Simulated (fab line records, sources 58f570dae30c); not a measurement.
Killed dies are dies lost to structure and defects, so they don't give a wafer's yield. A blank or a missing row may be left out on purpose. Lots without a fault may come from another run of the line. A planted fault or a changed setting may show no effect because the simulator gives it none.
Which tool did it? | flow berkeley_cmos170 | 7 lots, 21 wafers sampled, at 1 step of a route of 331

WHAT THE GAUGES READ, wafer by wafer
UCB170_CONTACT_THK_MEAS_02.
lot  | measured     | on            | CONTACT_PSG_THK (nm)
L492 | day 8 09:11  | film_metro-02 | 697 697 696
L495 | day 9 01:56  | film_metro-02 | 697 693 697
L496 | day 9 15:42  | film_metro-03 | 701 700 701
L498 | day 9 15:45  | film_metro-04 | 715 712 716
L508 | day 11 15:43 | film_metro-03 | 708 701 706
L510 | day 12 15:30 | film_metro-04 | 711 710 716
L512 | day 13 06:12 | film_metro-03 | 693 701 695

WHICH TOOL RAN EACH LOT (tool, then ch and the chambers of the sampled wafers, then the start)
The record holds no process step before these readings.

THE ANSWER, worked out from the rows above alone
Rule: what is usual is taken from the lots themselves. Put in order of their means at a reading, lots are off if they are a third of the lots or fewer, leave a main group of 4 or more, and stand apart from it by a gap of 3 or more times the standard deviation of the main group's means; of several such gaps the widest counts. A main group whose means are all the same, to the digits that the tables above print for the reading, isn't used. A lot without any number at a reading at which 4 lots or more have one is off too. The other lots that the step has rows for count as sound.
No lot is off at any reading shown: from this, nothing can be told.

WHAT THE SIMULATOR HAD PUT IN
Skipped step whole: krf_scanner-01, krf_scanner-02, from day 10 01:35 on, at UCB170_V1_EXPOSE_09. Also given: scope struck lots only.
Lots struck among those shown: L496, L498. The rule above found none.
